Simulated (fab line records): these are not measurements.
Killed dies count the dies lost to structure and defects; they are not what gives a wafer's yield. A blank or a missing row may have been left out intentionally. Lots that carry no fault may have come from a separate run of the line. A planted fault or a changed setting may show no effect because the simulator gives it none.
Comparing a struck lot with a sound one    flow rit-cmos    17 out of 202 route steps
Sound: the wafers L729.3, L729.5, L729.6. Struck: wafers L731.1, L731.2, L731.3. The cause is named last.
Order at every step that has rows: each side's tool, ch and its chambers, its first start. Under that, the readings that differ: sound wafers    struck wafers    difference of the means    sigmas: that difference in standard deviations of wafers without a fault.
alike: readings with means less than 2 such deviations apart, plus words and numbers identical on both sides. not compared: withheld readings, readings lacking a value on some wafer, bounds such as >300 that could conceal the same value, and numbers that have no deviation in the record and whose values overlap.
The two part at a step that has a row with sigmas, a row that says differs or no value, or rows on one side only. When numbers do not overlap yet have no deviation, they are printed without sigmas and do not part them. Lack of a reading on every wafer of one side parts them only where that side has two or more wafers.

first, 1 step without rows for these wafers: RIT_PRETRO_DEVELOP_05 (develop time 68 s).
RIT_PRETRO_OVL_MEAS_06:
  sound: overlay-02 at day 3 10:23; struck: overlay-01 at day 3 18:22
  alike: PRETRO_OVL
then, 2 steps without rows for these wafers: RIT_PRETRO_HARDBAKE_07 (time 120 s); RIT_PRETRO_IMPLANT_08.
RIT_PRETRO_STRIP_09: strips in O2, time 180 s.
  sound on plasma-asher-01 ch 0,1, day 3 10:52; struck on plasma-asher-03 ch 0,1, day 3 18:47
  alike: drypump-motor-current-A
  not compared: rf-hours-counter-h
RIT_PRETRO_TW_MEAS_10:
  sound: film-metro-01 at day 3 11:00; struck: film-metro-02 at day 3 18:58
  alike: PRETRO_TW
then, 5 steps without rows for these wafers: RIT_GATE_WET_ETCH_00 (etches SiO2 in BOE, target depth 56 nm, time 60 s); RIT_GATE_CLEAN_01 (cleans in SC1, time 600 s); RIT_GATE_CLEAN_02 (cleans in dHF, time 30 s); RIT_GATE_CLEAN_03 (cleans in SC2, time 600 s); RIT_GATE_CLEAN_04 (cleans in dHF, time 60 s).
RIT_FOX2_THK_MEAS_91:
  sound: film-metro-01 at day 3 11:28; struck: film-metro-03 at day 3 19:27
  alike: FIELD_OXIDE_LEFT_2_THK
RIT_GATE_OXIDATION_05: target thk 3 nm, ox time 270 s.
  sound on furnace-01 ch 0, day 3 12:26; struck on furnace-01 ch 0, day 3 19:31
reading                                      sound                 struck              difference  sigmas
spike-tc-centre-C (C)                        901.8 900.5 900.7     896.7 896.8 895.6   -4.6        -4
spike-tc-source-C (C)                        924.4 924.0 925.1     920.3 919.8 921.0   -4.1        -3
tube-center-temp-C (C)                       900.12 900.11 900.04  894.97 895.2 895.1  -5.00       -68
tube_center_temp_C_max                       902.2 902.6 902.1     897.3 898.2 897.1   -4.8        -13
model.SiO2_of_GATE_OXIDATION_05.thk-nm (nm)  2.966 3.025 2.959     2.805 2.77 2.817    -0.186      
then, 1 step without rows for these wafers: RIT_GATE_ANNEAL_06 (time 600 s).
RIT_GATE_THK_MEAS_07:
  sound: film-metro-02 at day 3 15:05; struck: film-metro-01 at day 3 21:52
reading              sound           struck          difference  sigmas
GATE_OXIDE_THK (nm)  3.03 3.04 2.98  2.77 2.78 2.83  -0.22       -3
then, 1 step without rows for these wafers: RIT_GATE_CVD_08 (deposits poly-Si from SiH4, target thk 250 nm, time 2220 s).
RIT_M1_PROBE_99:
  sound: prober-01 at day 4 14:23; struck: prober-01 at day 4 20:37
reading                              sound              struck             difference  sigmas
model.etest.pmos_0p3.r-on-ohm-um     6291 6364 6137     5846 5756 5810     -460        
model.etest.nmos_0p3.r-on-ohm-um     2186 2215 2158     2071 2028 2042     -139        
model.etest.nmos-narrow.drive-ua-um  222 217.8 221.4    251.7 252.2 241.6  +28.1       
model.etest.nmos_0p3.drive-ua-um     224.4 217.9 225    249.6 251.8 247.4  +27.2       
model.etest.pmos_0p3.drive-ua-um     102.1 100.1 104.1  113.9 116 112.6    +12.1       
model.etest.pmos-narrow.drive-ua-um  102.1 99.89 103.1  115.1 115.5 111.9  +12.5       
model.etest.nmos_0p15.swing-mv-dec   85.16 85.82 85.47  84.28 83.82 84.09  -1.42       
model.etest.pmos_0p15.swing-mv-dec   83.66 83.84 83.56  82.94 82.64 82.87  -0.87       
  alike: killed-at-contacts, killed-at-front-end, killed-dies, killed-open, killed-short

WHERE THEY PART
At RIT_GATE_OXIDATION_05 first; at RIT_GATE_THK_MEAS_07 last (within this record only). Later steps at which nothing parts them and some readings are alike: RIT_M1_PROBE_99.

WHY: what the simulator had put in
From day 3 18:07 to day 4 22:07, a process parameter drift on furnace-01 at RIT_GATE_OXIDATION_05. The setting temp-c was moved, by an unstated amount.
